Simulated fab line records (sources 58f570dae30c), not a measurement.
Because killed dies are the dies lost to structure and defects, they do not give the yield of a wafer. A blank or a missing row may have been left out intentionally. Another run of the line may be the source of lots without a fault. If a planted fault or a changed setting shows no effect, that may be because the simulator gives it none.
Which tool did it? / flow berkeleyCmos170 / Sampling: 14 lots, 42 wafers, 5 of 331 route steps

== WHAT THE GAUGES READ, wafer by wafer ==
UCB170_V1_THK_MEAS_01. Usual: V1_TEOS_THK typically reads 1995 nm, with standard deviation 28.
lot=L519; measured=day 6 23:17; on=filmMetro-01; V1_TEOS_THK (nm)=2007 1990 2037; flag=
lot=L518; measured=day 7 04:10; on=filmMetro-02; V1_TEOS_THK (nm)=1986 1993 1947; flag=
lot=L520; measured=day 7 18:55; on=filmMetro-02; V1_TEOS_THK (nm)=1967 2024 2055; flag=
lot=L522; measured=day 8 12:38; on=filmMetro-01; V1_TEOS_THK (nm)=1967 1985 1989; flag=
lot=L526; measured=day 8 19:08; on=filmMetro-01; V1_TEOS_THK (nm)=1978 2001 2005; flag=
lot=L529; measured=day 9 15:38; on=filmMetro-01; V1_TEOS_THK (nm)=1477 1489 1514; flag=OFF
lot=L534; measured=day 10 11:17; on=filmMetro-02; V1_TEOS_THK (nm)=1995 2007 2014; flag=
lot=L532; measured=day 10 13:26; on=filmMetro-02; V1_TEOS_THK (nm)=1450 1516 1508; flag=OFF
lot=L535; measured=day 11 01:56; on=filmMetro-04; V1_TEOS_THK (nm)=1985 2025 1988; flag=
lot=L536; measured=day 11 03:16; on=filmMetro-02; V1_TEOS_THK (nm)=1987 2020 2037; flag=
lot=L537; measured=day 11 03:25; on=filmMetro-01; V1_TEOS_THK (nm)=2010 1990 2008; flag=
lot=L539; measured=day 11 15:15; on=filmMetro-04; V1_TEOS_THK (nm)=1984 2033 1998; flag=
lot=L540; measured=day 11 15:14; on=filmMetro-02; V1_TEOS_THK (nm)=2001 2008 2029; flag=
lot=L541; measured=day 11 15:25; on=filmMetro-01; V1_TEOS_THK (nm)=1949 2026 1985; flag=

UCB170_V1_BOW_MEAS_03. Usual: V1_BOW typically reads 19 um, with standard deviation 6.4.
lot=L519; measured=day 6 23:40; on=filmMetro-02; V1_BOW (um)=19 21 25; flag=
lot=L518; measured=day 7 04:32; on=filmMetro-04; V1_BOW (um)=28 15 20; flag=
lot=L520; measured=day 7 19:17; on=filmMetro-02; V1_BOW (um)=23 26 33; flag=
lot=L522; measured=day 8 12:59; on=filmMetro-04; V1_BOW (um)=13 14 22; flag=
lot=L526; measured=day 8 19:31; on=filmMetro-04; V1_BOW (um)=15 15 22; flag=
lot=L529; measured=day 9 15:59; on=filmMetro-01; V1_BOW (um)=19 15 18; flag=
lot=L534; measured=day 10 11:40; on=filmMetro-04; V1_BOW (um)=17 21 22; flag=
lot=L532; measured=day 10 13:49; on=filmMetro-04; V1_BOW (um)=27 20 16; flag=
lot=L535; measured=day 11 02:17; on=filmMetro-01; V1_BOW (um)=16 27 18; flag=
lot=L536; measured=day 11 03:37; on=filmMetro-02; V1_BOW (um)=14 22 22; flag=
lot=L537; measured=day 11 03:55; on=filmMetro-04; V1_BOW (um)=31 20 13; flag=
lot=L539; measured=day 11 15:37; on=filmMetro-04; V1_BOW (um)=34 23 7; flag=
lot=L540; measured=day 11 15:36; on=filmMetro-02; V1_BOW (um)=18 20 26; flag=
lot=L541; measured=day 11 15:56; on=filmMetro-01; V1_BOW (um)=11 29 11; flag=

UCB170_V1_CD_MEAS_90 targets a cd of 700 nm. Usual: cdNm 700.4 nm, standard deviation 1.4.
lot=L519; measured=day 7 04:52; on=cdSem-01; cdNm (nm)=702.5 700.1 702.1; flag=
lot=L518; measured=day 7 06:22; on=cdSem-02; cdNm (nm)=701.2 701.4 702.0; flag=
lot=L520; measured=day 7 21:47; on=cdSem-01; cdNm (nm)=701.9 701.8 700.4; flag=
lot=L522; measured=day 8 15:40; on=cdSem-02; cdNm (nm)=700.9 701.3 700.8; flag=
lot=L526; measured=day 8 21:33; on=cdSem-02; cdNm (nm)=699.0 699.5 698.8; flag=
lot=L529; measured=day 9 22:37; on=cdSem-02; cdNm (nm)=700.7 699.9 701.6; flag=
lot=L534; measured=day 10 14:07; on=cdSem-02; cdNm (nm)=699.5 699.6 699.5; flag=
lot=L532; measured=day 10 18:24; on=cdSem-02; cdNm (nm)=699.8 700.5 699.5; flag=
lot=L535; measured=day 11 04:20; on=cdSem-02; cdNm (nm)=701.2 699.8 701.8; flag=
lot=L536; measured=day 11 09:15; on=cdSem-02; cdNm (nm)=697.9 698.9 699.0; flag=
lot=L537; measured=day 11 09:41; on=cdSem-01; cdNm (nm)=697.0 696.5 697.5; flag=
lot=L539; measured=day 11 17:46; on=cdSem-01; cdNm (nm)=698.8 697.1 698.5; flag=
lot=L540; measured=day 11 17:35; on=cdSem-01; cdNm (nm)=700.0 701.8 698.7; flag=
lot=L541; measured=day 11 18:04; on=cdSem-02; cdNm (nm)=701.2 701.6 700.5; flag=

== TOOL THAT RAN EACH LOT (tool first, then ch and the chambers of the sampled wafers, then the start) ==
lot=L519; UCB170_CONTACT_STRIP_06=plasmaAsher-01 ch 0,1, day 6 13:57; UCB170_V1_CVD_00=pecvd-03 ch 0,2, day 6 23:07
lot=L518; UCB170_CONTACT_STRIP_06=plasmaAsher-01 ch 0,1, day 6 18:13; UCB170_V1_CVD_00=pecvd-01 ch 0,1,2, day 7 04:01
lot=L520; UCB170_CONTACT_STRIP_06=plasmaAsher-02 ch 0,1, day 7 12:51; UCB170_V1_CVD_00=pecvd-04 ch 1,2, day 7 18:44
lot=L522; UCB170_CONTACT_STRIP_06=plasmaAsher-03 ch 0,1, day 8 02:40; UCB170_V1_CVD_00=pecvd-01 ch 0,1, day 8 12:29
lot=L526; UCB170_CONTACT_STRIP_06=plasmaAsher-01 ch 0,1, day 8 10:29; UCB170_V1_CVD_00=pecvd-01 ch 0,2, day 8 18:59
lot=L529; UCB170_CONTACT_STRIP_06=plasmaAsher-02 ch 0,1, day 9 08:37; UCB170_V1_CVD_00=pecvd-01 ch 0,1, day 9 15:28
lot=L534; UCB170_CONTACT_STRIP_06=plasmaAsher-03 ch 0,1, day 10 03:31; UCB170_V1_CVD_00=pecvd-04 ch 0,2, day 10 11:07
lot=L532; UCB170_CONTACT_STRIP_06=plasmaAsher-03 ch 0,1, day 10 05:17; UCB170_V1_CVD_00=pecvd-01 ch 0,1,2, day 10 13:16
lot=L535; UCB170_CONTACT_STRIP_06=plasmaAsher-01 ch 0,1, day 10 19:13; UCB170_V1_CVD_00=pecvd-03 ch 0,1, day 11 01:46
lot=L536; UCB170_CONTACT_STRIP_06=plasmaAsher-01 ch 0,1, day 10 20:34; UCB170_V1_CVD_00=pecvd-04 ch 0,2, day 11 03:07
lot=L537; UCB170_CONTACT_STRIP_06=plasmaAsher-02 ch 0,1, day 10 20:57; UCB170_V1_CVD_00=pecvd-04 ch 0,1,2, day 11 03:16
lot=L539; UCB170_CONTACT_STRIP_06=plasmaAsher-02 ch 1, day 11 03:29; UCB170_V1_CVD_00=pecvd-04 ch 1,2, day 11 15:05
lot=L540; UCB170_CONTACT_STRIP_06=plasmaAsher-02 ch 0,1, day 11 03:38; UCB170_V1_CVD_00=pecvd-03 ch 0,2, day 11 15:05
lot=L541; UCB170_CONTACT_STRIP_06=plasmaAsher-01 ch 0,1, day 11 04:51; UCB170_V1_CVD_00=pecvd-03 ch 1,2, day 11 15:14
- UCB170_CONTACT_STRIP_06: strips in O2.
- UCB170_V1_CVD_00: deposits SiO2 from TEOS/O2, target thk 2000 nm, time 250 s.

== WHAT THE TOOLS THEMSELVES READ (means of the sampled wafers that have a number; where no wafer has one, the mark that the record gives instead) ==
UCB170_CONTACT_STRIP_06. Usual: drypumpMotorCurrentA 5.61 A, standard deviation 0.3; oesProductAu 0.735 a.u., standard deviation 0.0039; stripTimeToEndpointS 21.99 s, standard deviation 0.064.
lot=L519; tool=plasmaAsher-01; drypumpMotorCurrentA (A)=5.79; oesProductAu (a.u.)=0.731; stripTimeToEndpointS (s)=22.03; flag=
lot=L518; tool=plasmaAsher-01; drypumpMotorCurrentA (A)=5.69; oesProductAu (a.u.)=0.735; stripTimeToEndpointS (s)=21.95; flag=
lot=L520; tool=plasmaAsher-02; drypumpMotorCurrentA (A)=5.25; oesProductAu (a.u.)=0.732; stripTimeToEndpointS (s)=22.02; flag=
lot=L522; tool=plasmaAsher-03; drypumpMotorCurrentA (A)=5.86; oesProductAu (a.u.)=0.736; stripTimeToEndpointS (s)=22.04; flag=
lot=L526; tool=plasmaAsher-01; drypumpMotorCurrentA (A)=5.77; oesProductAu (a.u.)=0.737; stripTimeToEndpointS (s)=21.89; flag=
lot=L529; tool=plasmaAsher-02; drypumpMotorCurrentA (A)=5.27; oesProductAu (a.u.)=0.737; stripTimeToEndpointS (s)=22.04; flag=
lot=L534; tool=plasmaAsher-03; drypumpMotorCurrentA (A)=6.00; oesProductAu (a.u.)=0.735; stripTimeToEndpointS (s)=21.89; flag=
lot=L532; tool=plasmaAsher-03; drypumpMotorCurrentA (A)=5.85; oesProductAu (a.u.)=0.737; stripTimeToEndpointS (s)=22.04; flag=
lot=L535; tool=plasmaAsher-01; drypumpMotorCurrentA (A)=5.66; oesProductAu (a.u.)=0.737; stripTimeToEndpointS (s)=22.00; flag=
lot=L536; tool=plasmaAsher-01; drypumpMotorCurrentA (A)=5.78; oesProductAu (a.u.)=0.738; stripTimeToEndpointS (s)=21.99; flag=
lot=L537; tool=plasmaAsher-02; drypumpMotorCurrentA (A)=5.25; oesProductAu (a.u.)=0.737; stripTimeToEndpointS (s)=22.02; flag=
lot=L539; tool=plasmaAsher-02; drypumpMotorCurrentA (A)=5.24; oesProductAu (a.u.)=0.733; stripTimeToEndpointS (s)=22.09; flag=
lot=L540; tool=plasmaAsher-02; drypumpMotorCurrentA (A)=5.27; oesProductAu (a.u.)=0.737; stripTimeToEndpointS (s)=21.90; flag=
lot=L541; tool=plasmaAsher-01; drypumpMotorCurrentA (A)=5.79; oesProductAu (a.u.)=0.735; stripTimeToEndpointS (s)=21.97; flag=

UCB170_V1_CVD_00. Usual: heaterPowerW 230 W, standard deviation 68.
lot=L519; tool=pecvd-03; heaterPowerW (W)=251; flag=
lot=L518; tool=pecvd-01; heaterPowerW (W)=283; flag=
lot=L520; tool=pecvd-04; heaterPowerW (W)=199; flag=
lot=L522; tool=pecvd-01; heaterPowerW (W)=298; flag=
lot=L526; tool=pecvd-01; heaterPowerW (W)=255; flag=
lot=L529; tool=pecvd-01; heaterPowerW (W)=279; flag=
lot=L534; tool=pecvd-04; heaterPowerW (W)=205; flag=
lot=L532; tool=pecvd-01; heaterPowerW (W)=261; flag=
lot=L535; tool=pecvd-03; heaterPowerW (W)=159; flag=
lot=L536; tool=pecvd-04; heaterPowerW (W)=240; flag=
lot=L537; tool=pecvd-04; heaterPowerW (W)=225; flag=
lot=L539; tool=pecvd-04; heaterPowerW (W)=178; flag=
lot=L540; tool=pecvd-03; heaterPowerW (W)=252; flag=
lot=L541; tool=pecvd-03; heaterPowerW (W)=206; flag=

== THE ANSWER, worked out from the rows above alone ==
Rule: lot off if the mean of its wafers having a number is beyond 3 standard deviations from the usual mean. A lot without any number at a reading at which 4 lots or more have one is off too. The other lots that the step has rows for count as sound. The gauges are gone through in route order, then the tools' own readings, and for those a lot's mean is taken as printed above. The first step at which some lot is off is used, and at that step the reading that is off furthest; a lot without a number counts as furthest.
Off: L529, L532, at UCB170_V1_THK_MEAS_01 (V1_TEOS_THK).
A tool fits if, at a process step before that reading, it ran every lot that is off, and no sound lot after the first of them. The gauges at UCB170_V1_THK_MEAS_01 are tried like those tools. One fits: pecvd-01 at UCB170_V1_CVD_00. A fault onset in the window from L526 (day 8 18:59, its last sound lot) to L529 (day 9 15:28, its first lot off) fits.

== WHAT WAS PUT IN BY THE SIMULATOR ==
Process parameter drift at UCB170_V1_CVD_00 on pecvd-01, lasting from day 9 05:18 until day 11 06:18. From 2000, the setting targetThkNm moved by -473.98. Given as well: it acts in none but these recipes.
Lots struck among those shown: L529, L532. This agrees with what the rule above found.
